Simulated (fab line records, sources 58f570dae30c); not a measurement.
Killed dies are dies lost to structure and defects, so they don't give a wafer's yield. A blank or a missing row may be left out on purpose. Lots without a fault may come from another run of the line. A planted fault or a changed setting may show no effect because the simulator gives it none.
Split-lot experiment | flow berkeley_cmos170 | 5 lots, 23 wafers read, on a route of 331 steps

THE SPLIT
At UCB170_V2_ETCH_14 (etches SiO2 in CHF3/CF4/Ar, stops on Al, target depth 1250 nm, time 291 s), the setting rf_w was moved away from the recipe's 700 W on 7 of the 23 wafers read, by -9.2% to +11.4%. The other wafers ran this setting at the recipe's value.

The reading is taken at the split's own step.

THE READING
KrF_of_V2_COAT_07.thk_nm (the simulator's own value, which no gauge read), in nm, at UCB170_V2_ETCH_14 (etches SiO2 in CHF3/CF4/Ar, stops on Al, target depth 1250 nm, time 291 s). The file gives no usual value for it. The 16 wafers here that ran the recipe average 611.7 nm, standard deviation 3.8 nm.

wafer  | tool, chamber at the split | rf_w as run, W | against the recipe | KrF_of_V2_COAT_07.thk_nm, nm | against lot-mates on the recipe
L074.1 | rie_diel-04, 3             | 635.5          | -9.2%              | 631.5                        | +16.5
L074.2 | rie_diel-04, 2             | 700            | recipe             | 611.8                        | -
L074.3 | rie_diel-04, 1             | 635.5          | -9.2%              | 625.9                        | +10.9
L074.4 | rie_diel-04, 0             | 700            | recipe             | 618.1                        | -
L074.6 | rie_diel-04, 1             | 635.5          | -9.2%              | 629.3                        | +14.3
L077.1 | rie_diel-02, 3             | 779.6          | +11.4%             | 590.8                        | -23.4
L077.2 | rie_diel-02, 2             | 700            | recipe             | 611.6                        | -
L077.3 | rie_diel-02, 0             | 779.6          | +11.4%             | 600.5                        | -13.7
L077.4 | rie_diel-02, 2             | 700            | recipe             | 612.8                        | -
L077.5 | rie_diel-02, 0             | 700            | recipe             | 618.2                        | -
L082.1 | rie_diel-04, 1             | 700            | recipe             | 609.6                        | -
L082.2 | rie_diel-04, 0             | 669.5          | -4.4%              | 618.7                        | +7.9
L082.3 | rie_diel-04, 2             | 669.5          | -4.4%              | 621.5                        | +10.7
L082.5 | rie_diel-04, 2             | 700            | recipe             | 606.5                        | -
L082.6 | rie_diel-04, 3             | 700            | recipe             | 616.3                        | -
L083.1 | rie_diel-04, 3             | 700            | recipe             | 612.2                        | -
L083.2 | rie_diel-04, 1             | 700            | recipe             | 607.4                        | -
L083.3 | rie_diel-04, 0             | 700            | recipe             | 614.9                        | -
L083.5 | rie_diel-04, 1             | 700            | recipe             | 608.3                        | -
L083.6 | rie_diel-04, 0             | 700            | recipe             | 613.8                        | -
L085.2 | rie_diel-02, 1             | 700            | recipe             | 610.5                        | -
L085.4 | rie_diel-02, 2             | 700            | recipe             | 605.9                        | -
L085.5 | rie_diel-02, 1             | 700            | recipe             | 608.6                        | -

THE FIT
A straight line over all 23 wafers: KrF_of_V2_COAT_07.thk_nm changes by -1.64 nm for each +1% of rf_w; r = -0.91; the points scatter about the line by 3.9 nm.
The same after taking each lot's own level away (the mean of its wafers on the recipe; 23 wafers): -1.61 nm for each +1%; r = -0.93; scatter 3.3 nm.
On that fit, the largest move of rf_w shifts the reading by 18 nm.
The lots' own levels span 608.33 to 614.95 nm, that is 1.8 times the standard deviation above.
So the lot-to-lot level changes the slope little: the two slopes agree.
Check: with one of the wafers moved furthest among these (+11.4%) left out of the fit, the line predicts -16 nm for it against its lot-mates. It came out at -23.4 nm against them.

OTHER SPLITS ON THESE WAFERS
These wafers also went through other splits before the reading. Each is held against what the fit with the lots' levels taken away leaves over:
other split on the same wafers | wafers away from the commonest value | r with KrF_of_V2_COAT_07.thk_nm (lot level and that fit taken away)
UCB170_V2_EXPOSE_09 dose_mj    | 4                                    | -0.28

THE WHOLE CHAIN: every reading that the file lists as answering this split, in the file's order
step               | what it does                                                              | reading                                                                   | change (the file's fit)              | r (the file's)
UCB170_V2_ETCH_14  | etches SiO2 in CHF3/CF4/Ar, stops on Al, target depth 1250 nm, time 291 s | KrF_of_V2_COAT_07.thk_nm (the simulator's own value, which no gauge read) | -1.63 nm for each +1% of the setting | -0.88
UCB170_V2_STRIP_15 | strips in O2                                                              | strip_time_to_endpoint_s                                                  | withheld for each +1% of the setting | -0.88

THE FILE'S OWN FIT
KrF_of_V2_COAT_07.thk_nm changes by -1.63 nm for each +1% of rf_w, r = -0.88.
